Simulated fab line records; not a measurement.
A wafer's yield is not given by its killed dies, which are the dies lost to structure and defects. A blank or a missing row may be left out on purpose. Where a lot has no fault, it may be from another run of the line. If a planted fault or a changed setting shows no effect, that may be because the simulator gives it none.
Code-filled problem report in 8D (eight disciplines) form | flow rit_cmos | the parts of the form that need people (team, actions taken, sign-off) are left out

1. THE PROBLEM
Mean SPACER_NITRIDE_THK at RIT_SPACER_THK_MEAS_04: 228.6 nm over 9 wafers in 3 lots; fault-free wafers: 250.6 nm, standard deviation 2.3. That puts it -9.6 standard deviations away from the usual mean.
Earliest sighting: wafer L977.1 on film_metro-01 at day 6 05:27. Wafers with a number at this step in the record: 45, from 15 lots. The rule behind "out" and "out of limits": a value lying over 4 standard deviations away from the usual mean. The rest of the wafers with a number are treated as sound.

2. WHAT IT IS AND WHAT IT IS NOT
question                    | is                           | is not
which readings at this step | SPACER_NITRIDE_THK           | -
which lots                  | L977, L978, L979             | L962, L963, L964, L965, L966, L967, L968, L970, L971, L972, L973, L984
which wafers of those lots  | all that have a number       | -
read on which gauges        | film_metro-01, film_metro-03 | film_metro-02
when                        | from day 6 05:27             | up to then (33 sound wafers); but 3 sound wafers of L984 came after

3. WHAT RULES OUT EACH SUSPECT
Counting: a tool stays on the suspect list if, at a process step up to the reading, it processed all lots that are out and no sound lot following the first of them.
- the gauge at RIT_SPACER_THK_MEAS_04 has been ruled out. 2 gauges (film_metro-01, film_metro-03) read the wafers that are out.
- lpcvd-01 at RIT_SPACER_CVD_03 (deposits Si3N4 from SiH2Cl2/NH3, target thk 250 nm, time 3300 s): kept. It processed each lot that is out, first L977 at day 6 03:32, and no sound lot thereafter; up to then, the last sound lot it processed was L972 at day 5 03:20.
Remaining after the count: lpcvd-01 at RIT_SPACER_CVD_03.

4. THE CAUSE (what the simulator had put in)
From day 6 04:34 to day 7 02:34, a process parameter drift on lpcvd-01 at RIT_SPACER_CVD_03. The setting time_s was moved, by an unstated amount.
The count eliminated every tool but this one.

5. SEQUENCE OF EFFECTS, ordered by route
Rows list readings where the struck wafers' mean (over those with a number) sits beyond 3 standard deviations from the usual. Readings are gone through only where the record gives a usual standard deviation; hours: the median, over the lots, of the time from a lot's start at the first step in this table giving one to that lot's start at this step; sigmas: the change measured in usual standard deviations.
hours | step                   | reading            | usual      | on struck wafers | change | sigmas
0     | RIT_SPACER_THK_MEAS_04 | SPACER_NITRIDE_THK | 250.6 nm   | 228.6            | -22.0  | -9.6
0     | RIT_SPACER_ETCHBACK_05 | oes_product_au     | 0.843 a.u. | 0.792            | -0.051 | -4.3
Process steps it contains:
- RIT_SPACER_ETCHBACK_05: etches Si3N4 in SF6/CHF3, stops on SiO2, target depth 250 nm, time 240 s.
At these later measuring or inspecting steps, every struck wafer for which the step has a row has a number for every such reading, and none has moved that far: RIT_PSD_OVL_MEAS_06.

6. WHAT WOULD HAVE CAUGHT IT SOONER
In this record the first reading out of limits at a measuring or inspecting step was taken at day 6 05:27, 1 hour after the fault began at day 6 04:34.
Of the tool readings at RIT_SPACER_CVD_03 for which the record gives a usual standard deviation, none was out on any struck wafer, so an alarm limit of 4 standard deviations on them would not have fired.
Among the 3 lots that are out, L978, L979 began RIT_SPACER_CVD_03 on lpcvd-01 after day 6 05:27. A hold on the tool at that time would have spared those 2.
